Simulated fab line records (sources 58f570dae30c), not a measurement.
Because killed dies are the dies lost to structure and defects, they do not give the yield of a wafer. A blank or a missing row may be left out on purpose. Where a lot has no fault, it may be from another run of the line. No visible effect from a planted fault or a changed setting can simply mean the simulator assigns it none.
A sampling plan put to the test ; flow berkeley cmos170 ; each of the 37 faults these records tell of, on one fab line, judged from the records of the lots it struck
Plan = the line's own looks (route steps where a gauge or an inspection reads the wafer without altering it). A look can be judged if struck wafers have a number there and the file gives its usual mean and standard deviation on fault-free wafers. Caught: at a look after the fault's first step, the mean of the struck wafers lies 4 or more of those standard deviations (sigma) from the usual mean. On the tool: the test repeated on the tool's own readings taken at the fault's steps. If the struck wafers alone have a blank record, or they carry another recipe, that too counts as caught.

## THE FAULTS, as the simulator had put them in
1. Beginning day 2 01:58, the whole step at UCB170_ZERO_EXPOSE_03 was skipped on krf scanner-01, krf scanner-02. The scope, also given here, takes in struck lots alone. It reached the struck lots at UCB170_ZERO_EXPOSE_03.
2. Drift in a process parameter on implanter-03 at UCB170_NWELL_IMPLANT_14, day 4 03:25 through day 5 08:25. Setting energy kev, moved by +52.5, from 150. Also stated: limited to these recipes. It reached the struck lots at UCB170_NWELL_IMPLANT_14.
3. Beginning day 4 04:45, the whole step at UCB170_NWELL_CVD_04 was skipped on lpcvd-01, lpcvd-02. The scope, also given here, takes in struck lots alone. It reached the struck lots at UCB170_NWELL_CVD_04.
4. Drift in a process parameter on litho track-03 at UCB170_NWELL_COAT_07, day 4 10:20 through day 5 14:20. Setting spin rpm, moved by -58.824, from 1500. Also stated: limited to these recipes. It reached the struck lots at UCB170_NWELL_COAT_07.
5. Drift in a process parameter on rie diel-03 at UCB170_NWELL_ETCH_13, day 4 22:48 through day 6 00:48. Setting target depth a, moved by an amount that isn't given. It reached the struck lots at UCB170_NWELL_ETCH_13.
6. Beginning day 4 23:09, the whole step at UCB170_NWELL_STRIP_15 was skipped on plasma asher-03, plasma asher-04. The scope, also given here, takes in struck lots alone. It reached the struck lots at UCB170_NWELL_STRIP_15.
7. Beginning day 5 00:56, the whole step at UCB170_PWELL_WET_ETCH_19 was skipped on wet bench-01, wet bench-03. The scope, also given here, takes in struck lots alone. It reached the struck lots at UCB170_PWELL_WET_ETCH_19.
8. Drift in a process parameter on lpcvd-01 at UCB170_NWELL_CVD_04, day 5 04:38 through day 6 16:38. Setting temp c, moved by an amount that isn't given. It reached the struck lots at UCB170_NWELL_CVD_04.
9. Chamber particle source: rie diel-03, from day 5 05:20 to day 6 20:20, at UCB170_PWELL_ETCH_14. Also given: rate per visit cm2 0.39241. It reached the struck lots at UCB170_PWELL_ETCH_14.
10. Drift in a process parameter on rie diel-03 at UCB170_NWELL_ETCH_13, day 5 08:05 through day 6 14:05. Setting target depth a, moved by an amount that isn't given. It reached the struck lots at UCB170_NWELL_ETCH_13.
11. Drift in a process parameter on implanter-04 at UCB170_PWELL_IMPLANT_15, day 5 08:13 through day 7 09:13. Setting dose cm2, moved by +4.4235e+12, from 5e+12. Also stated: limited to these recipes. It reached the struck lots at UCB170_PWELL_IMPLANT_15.
12. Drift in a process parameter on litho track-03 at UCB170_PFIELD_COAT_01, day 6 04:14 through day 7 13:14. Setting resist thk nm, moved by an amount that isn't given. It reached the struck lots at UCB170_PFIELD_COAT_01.
13. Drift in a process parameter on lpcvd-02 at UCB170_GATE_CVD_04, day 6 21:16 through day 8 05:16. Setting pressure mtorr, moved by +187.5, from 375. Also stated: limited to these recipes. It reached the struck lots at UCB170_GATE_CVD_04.
14. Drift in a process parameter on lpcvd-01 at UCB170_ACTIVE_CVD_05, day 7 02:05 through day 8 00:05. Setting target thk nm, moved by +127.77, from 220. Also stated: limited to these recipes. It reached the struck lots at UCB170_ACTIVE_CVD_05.
15. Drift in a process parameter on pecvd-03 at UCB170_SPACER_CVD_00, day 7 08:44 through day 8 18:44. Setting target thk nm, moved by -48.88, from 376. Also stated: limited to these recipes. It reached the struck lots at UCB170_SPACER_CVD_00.
16. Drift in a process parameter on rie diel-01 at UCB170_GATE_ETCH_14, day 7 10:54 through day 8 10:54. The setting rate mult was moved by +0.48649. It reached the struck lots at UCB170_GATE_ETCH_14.
17. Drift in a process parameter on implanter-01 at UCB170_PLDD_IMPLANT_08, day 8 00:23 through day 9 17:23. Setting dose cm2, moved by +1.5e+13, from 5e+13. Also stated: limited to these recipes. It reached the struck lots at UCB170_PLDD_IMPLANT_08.
18. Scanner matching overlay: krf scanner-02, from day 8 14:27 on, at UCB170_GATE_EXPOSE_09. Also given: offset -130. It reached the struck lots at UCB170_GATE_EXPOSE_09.
19. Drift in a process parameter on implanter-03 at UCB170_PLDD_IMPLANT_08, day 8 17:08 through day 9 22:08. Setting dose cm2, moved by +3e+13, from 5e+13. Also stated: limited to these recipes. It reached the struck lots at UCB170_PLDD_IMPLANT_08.
20. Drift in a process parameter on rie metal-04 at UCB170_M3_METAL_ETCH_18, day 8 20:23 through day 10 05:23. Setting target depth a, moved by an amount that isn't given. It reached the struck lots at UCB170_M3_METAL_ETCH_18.
21. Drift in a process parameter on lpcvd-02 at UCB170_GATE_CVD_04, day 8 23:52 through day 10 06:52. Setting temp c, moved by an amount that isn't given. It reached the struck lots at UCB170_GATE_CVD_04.
22. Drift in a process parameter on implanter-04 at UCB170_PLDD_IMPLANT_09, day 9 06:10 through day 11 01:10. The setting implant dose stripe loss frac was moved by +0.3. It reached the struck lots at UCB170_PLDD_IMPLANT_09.
23. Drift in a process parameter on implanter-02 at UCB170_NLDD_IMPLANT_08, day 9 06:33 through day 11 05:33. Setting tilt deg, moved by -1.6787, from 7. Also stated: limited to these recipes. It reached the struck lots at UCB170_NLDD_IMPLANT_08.
24. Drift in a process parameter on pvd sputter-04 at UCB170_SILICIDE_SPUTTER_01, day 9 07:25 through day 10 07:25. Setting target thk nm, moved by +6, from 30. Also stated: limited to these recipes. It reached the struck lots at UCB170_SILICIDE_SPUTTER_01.
25. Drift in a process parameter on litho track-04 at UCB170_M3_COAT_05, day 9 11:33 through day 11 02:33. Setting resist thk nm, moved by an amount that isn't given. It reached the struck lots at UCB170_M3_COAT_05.
26. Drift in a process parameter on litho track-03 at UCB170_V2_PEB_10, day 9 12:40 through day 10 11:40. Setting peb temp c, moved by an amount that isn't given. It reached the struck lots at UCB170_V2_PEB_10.
27. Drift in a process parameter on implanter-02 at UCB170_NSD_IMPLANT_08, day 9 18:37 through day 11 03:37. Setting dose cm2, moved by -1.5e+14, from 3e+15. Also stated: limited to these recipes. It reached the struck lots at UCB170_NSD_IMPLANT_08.
28. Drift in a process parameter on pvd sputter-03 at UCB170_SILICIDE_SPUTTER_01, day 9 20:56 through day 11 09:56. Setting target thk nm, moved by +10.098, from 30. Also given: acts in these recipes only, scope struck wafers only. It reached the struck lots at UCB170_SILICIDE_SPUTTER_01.
29. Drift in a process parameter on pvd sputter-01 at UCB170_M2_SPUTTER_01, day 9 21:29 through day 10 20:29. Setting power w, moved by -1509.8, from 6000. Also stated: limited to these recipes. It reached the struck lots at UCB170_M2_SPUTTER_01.
30. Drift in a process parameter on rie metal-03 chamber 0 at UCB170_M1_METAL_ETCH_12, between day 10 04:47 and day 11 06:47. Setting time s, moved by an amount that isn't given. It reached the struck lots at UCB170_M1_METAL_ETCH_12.
31. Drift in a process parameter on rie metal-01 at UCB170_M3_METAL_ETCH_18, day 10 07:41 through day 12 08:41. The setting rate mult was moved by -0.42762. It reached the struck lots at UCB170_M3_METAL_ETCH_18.
32. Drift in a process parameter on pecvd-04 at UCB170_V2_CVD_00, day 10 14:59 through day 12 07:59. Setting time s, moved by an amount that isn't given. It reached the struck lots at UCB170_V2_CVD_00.
33. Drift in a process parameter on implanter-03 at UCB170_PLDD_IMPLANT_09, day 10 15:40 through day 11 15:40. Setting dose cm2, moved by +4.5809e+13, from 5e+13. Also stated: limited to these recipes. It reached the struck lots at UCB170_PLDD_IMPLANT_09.
34. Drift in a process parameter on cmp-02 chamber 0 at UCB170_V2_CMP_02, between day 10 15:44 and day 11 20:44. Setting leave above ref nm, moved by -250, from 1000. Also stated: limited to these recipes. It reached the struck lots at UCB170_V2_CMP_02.
35. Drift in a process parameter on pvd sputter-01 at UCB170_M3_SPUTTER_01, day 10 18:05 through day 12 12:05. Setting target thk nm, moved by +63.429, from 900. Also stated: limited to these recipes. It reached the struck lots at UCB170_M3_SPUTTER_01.
36. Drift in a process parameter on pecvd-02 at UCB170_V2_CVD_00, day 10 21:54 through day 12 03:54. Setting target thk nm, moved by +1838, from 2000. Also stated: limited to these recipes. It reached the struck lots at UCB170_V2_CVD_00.
37. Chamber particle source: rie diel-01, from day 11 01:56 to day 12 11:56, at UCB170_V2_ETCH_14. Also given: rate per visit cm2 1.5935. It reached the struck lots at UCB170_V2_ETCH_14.

## WHAT THE PLAN SAW
fault;on the tool itself;first look that catches it;reading, sigma;median hours from its first step to that look;hours from the fault's start to the first struck lot there;judged looks passed uncaught
1;no reading that can be judged;no look after it can be judged;-;-;-;0
2;beam energy keV +99 or beyond sigma;UCB170_NWELL_TW_MEAS_16;NWELL_TW +5.7;0.2;0;0
3;the tool's record is blank for the struck wafers;no look after it can be judged;-;-;-;0
4;spin speed rpm -67 sigma;no look after it can be judged;-;-;-;0
5;only faintly: oes product au -3.2 sigma;no look after it can be judged;-;-;-;0
6;no reading that can be judged;not the one look that can be judged after it;-;-;-;1
7;no reading that can be judged;no look after it can be judged;-;-;-;0
8;susceptor temp C -19 sigma;UCB170_NWELL_THK_MEAS_05;NWELL_NITRIDE_THK -13;1.9;9;0
9;under 2 sigma;not the one look that can be judged after it;-;-;-;1
10;oes product au -4.0 sigma;no look after it can be judged;-;-;-;0
11;dose ions cm2 +99 or beyond sigma;UCB170_PWELL_TW_MEAS_17;PWELL_TW +17;0.2;8;0
12;no reading that can be judged;none of the 2 looks that can be judged after it;-;-;-;2
13;pressure mtorr +99 or beyond sigma;UCB170_GATE_THK_MEAS_05;GATE_POLY_THK +23;1.4;12;0
14;under 2 sigma;UCB170_ACTIVE_THK_MEAS_06;ACTIVE_NITRIDE_THK +75;1.9;7;0
15;under 2 sigma;UCB170_SPACER_THK_MEAS_01;SPACER_TEOS_THK -10;0.0;13;0
16;oes product au +12 sigma;not the one look that can be judged after it;strongest: cd nm at UCB170_GATE_CD_MEAS_90, -3.3;-;-;1
17;dose ions cm2 +99 or beyond sigma;UCB170_PLDD_TW_MEAS_11;PLDD_TW +5.1;0.4;6;0
18;no reading that can be judged;UCB170_GATE_OVL_MEAS_13;GATE_OVL -21;0.8;11;0
19;dose ions cm2 +99 or beyond sigma;UCB170_PLDD_TW_MEAS_11;PLDD_TW +8.2;0.4;11;0
20;only faintly: oes product au -2.1 sigma;no look after it can be judged;-;-;-;0
21;susceptor temp C -79 sigma;UCB170_GATE_THK_MEAS_05;GATE_POLY_THK -48;1.4;3;0
22;no reading that can be judged;UCB170_SDANNEAL_RS_MEAS_04;PLDD_RS +10;14.2;15;0
23;tilt deg -94 sigma;UCB170_SDANNEAL_RS_MEAS_05;NLDD_RS -8.5;13.4;14;0
24;under 2 sigma;UCB170_SILICIDE_RS_MEAS_02;SILICIDE_TI_RS -17;0.0;13;0
25;under 2 sigma;no look after it can be judged;-;-;-;0
26;heater power total W -6.8 sigma;not the one look that can be judged after it;strongest: cd nm at UCB170_V2_CD_MEAS_12, -2.6;-;-;1
27;dose ions cm2 -42 sigma;UCB170_SDANNEAL_RS_MEAS_03;NSD_RS +12;3.4;2;0
28;under 2 sigma;UCB170_SILICIDE_RS_MEAS_02;SILICIDE_TI_RS -26;0.1;0;0
29;cathode dc power W -99 or beyond sigma;UCB170_M2_RS_MEAS_02;M2_AL_RS +33;0.1;14;0
30;run length s +99 or beyond sigma;UCB170_M1_CD_MEAS_90;cd nm -8.5;0.2;1;0
31;oes product au -6.5 sigma;UCB170_M3_CD_MEAS_90;cd nm +6.0;0.3;16;0
32;run length s +37 sigma;UCB170_V2_THK_MEAS_01;V2_TEOS_THK +5.4;0.2;1;0
33;dose ions cm2 +99 or beyond sigma;UCB170_PLDD_TW_MEAS_11;PLDD_TW +11;0.2;6;0
34;under 2 sigma;UCB170_V2_THK_MEAS_04;V2_POLISHED_THK -99 or beyond;0.4;0;0
35;under 2 sigma;UCB170_M3_RS_MEAS_02;M3_AL_RS -4.9;0.1;1;0
36;under 2 sigma;UCB170_V2_THK_MEAS_01;V2_TEOS_THK +57;0.2;6;0
37;under 2 sigma;no look after it can be judged;-;-;-;0
A dash: the fault is not caught, or the number is missing from these records.

Caught at a look: 23 of 37. Caught on the tool: 19 of 37. By one or the other: 28 of 37.
On the tool alone, faults 3, 4, 10, 16, 26 were caught.
Caught at a look alone: faults 14, 15, 18, 22, 24, 28, 34, 35, 36.
Caught by neither: faults 1, 5, 6, 7, 9, 12, 20, 25, 37.

## THINNER SAMPLING
In the worst case, this is how late the first struck lot would be measured if the look that catches a fault measured only every second or every third lot, by lot number:
fault;struck lots at that look, in order of time;every lot;every second lot;every third lot
2;L183, L187, L189;0 h;may miss all 3;may miss all 3
8;L526, L527, L528;9 h;12 h;16 h
11;L291, L293;8 h;may miss all 2;may miss all 2
13;L258, L257;12 h;12 h;may miss all 2
14;L290, L289;7 h;7 h;may miss all 2
15;L672, L674;13 h;may miss all 2;may miss all 2
17;L165, L169;6 h;may miss all 2;may miss all 2
18;L474, L477, L480;11 h;12 h;may miss all 3
19;L738, L737;11 h;12 h;may miss all 2
21;L958, L957;3 h;3 h;may miss all 2
22;L932, L933;15 h;27 h;may miss all 2
23;L256, L261;14 h;26 h;may miss all 2
24;L663, L665;13 h;may miss all 2;may miss all 2
27;L243, L246, L245;2 h;14 h;may miss all 3
28;L362, L364;0 h;may miss all 2;may miss all 2
29;L373, L369;14 h;may miss all 2;may miss all 2
30;L777, L781, L783;1 h;may miss all 3;may miss all 3
31;L610, L606;16 h;may miss all 2;may miss all 2
32;L664, L672;1 h;may miss all 2;may miss all 2
33;L656, L657;6 h;19 h;may miss all 2
34;L320, L319;0 h;1 h;may miss all 2
35;L420, L424, L426;1 h;may miss all 3;may miss all 3
36;L726, L727;6 h;23 h;may miss all 2
The hour figures run from when the fault began to the first measured lot among those it struck. The test against the limit of 4 sigma pooled every struck wafer, which means one lot taken alone may stay below that limit. Other struck lots may not be in these records.

## THE LONGEST TIMED WAY FROM STEP TO LOOK
Fault 22: a median of 14.2 hours passes between UCB170_PLDD_IMPLANT_09 and UCB170_SDANNEAL_RS_MEAS_04. No look between them can be judged.
